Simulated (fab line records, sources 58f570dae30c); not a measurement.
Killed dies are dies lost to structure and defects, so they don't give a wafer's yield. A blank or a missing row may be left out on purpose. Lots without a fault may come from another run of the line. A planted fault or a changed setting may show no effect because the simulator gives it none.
A struck lot beside a sound one | flow berkeley_cmos170 | 15 steps out of a route of 331
Sound: wafers L368.1, L368.4, L368.6. Struck: wafers L364.1, L364.3, L364.5. The cause comes at the end.
At each step with rows: each side's tool, then ch and its chambers, then its first start. Under that, the readings that differ: sound wafers | struck wafers | difference of the means | sigmas: that difference in standard deviations of wafers without a fault.
alike: readings whose means differ by less than 2 such deviations, and words and numbers that are the same on both sides. not compared: withheld readings, readings that some wafer has no value for, bounds like >300 that may hide the same value, and numbers for which the record gives no deviation and whose values overlap.
The two part at a step that has a row with sigmas, a row that says differs or no value, or rows on one side only. Numbers that don't overlap but have no deviation are shown without sigmas and don't part them. A reading that every wafer of one side lacks parts them only if that side has two wafers or more.

first, 6 steps without rows for these wafers: UCB170_PVT_HMDS_00 (prime time 60 s); UCB170_PVT_COAT_01 (resist thk 900 nm); UCB170_PVT_SOFTBAKE_02 (time 60 s); UCB170_PVT_EXPOSE_03 (exposes mask NWELL, target cd 3000 nm); UCB170_PVT_PEB_04; UCB170_PVT_DEVELOP_05 (develop time 45 s).
UCB170_PVT_OVL_MEAS_06:
  sound on overlay-02, day 8 15:48; struck on overlay-01, day 7 17:35
  alike: PVT_OVL
then, 1 step without rows for these wafers: UCB170_PVT_IMPLANT_07.
UCB170_PVT_STRIP_08: strips in O2.
  sound on plasma_asher-02 ch 0,1, day 8 15:59; struck on plasma_asher-02 ch 0,1, day 7 17:47
  alike: drypump_motor_current_A, oes_product_au, strip_time_to_endpoint_s
  not compared: rf_hours_counter_h
UCB170_PVT_TW_MEAS_09:
  sound on film_metro-02, day 8 16:05; struck on film_metro-01, day 7 17:53
  alike: PVT_TW
then, 1 step without rows for these wafers: UCB170_GATE_WET_ETCH_00 (etches SiO2 in dHF, time 200 s).
UCB170_FIELD_THK_MEAS_91:
  sound on film_metro-03, day 8 16:18; struck on film_metro-03, day 7 18:01
  alike: FIELD_OXIDE_LEFT_2_THK
UCB170_GATE_OXIDATION_01: target thk 6.6 nm, ox time 1800 s.
  sound on furnace-01 ch 0, day 8 20:08; struck on furnace-01 ch 0, day 9 04:35
  alike: tube_center_temp_C_max
UCB170_GATE_THK_MEAS_02:
  sound on film_metro-04, day 8 21:38; struck on film_metro-04, day 9 06:07
  alike: GATE_OXIDE_THK
UCB170_M3_PROBE_99:
  the record has rows for the sound wafers here (prober-02, day 11 05:49) and none for the struck ones

WHERE THEY PART
Only at UCB170_M3_PROBE_99, within this record.

WHY: what the simulator had put in
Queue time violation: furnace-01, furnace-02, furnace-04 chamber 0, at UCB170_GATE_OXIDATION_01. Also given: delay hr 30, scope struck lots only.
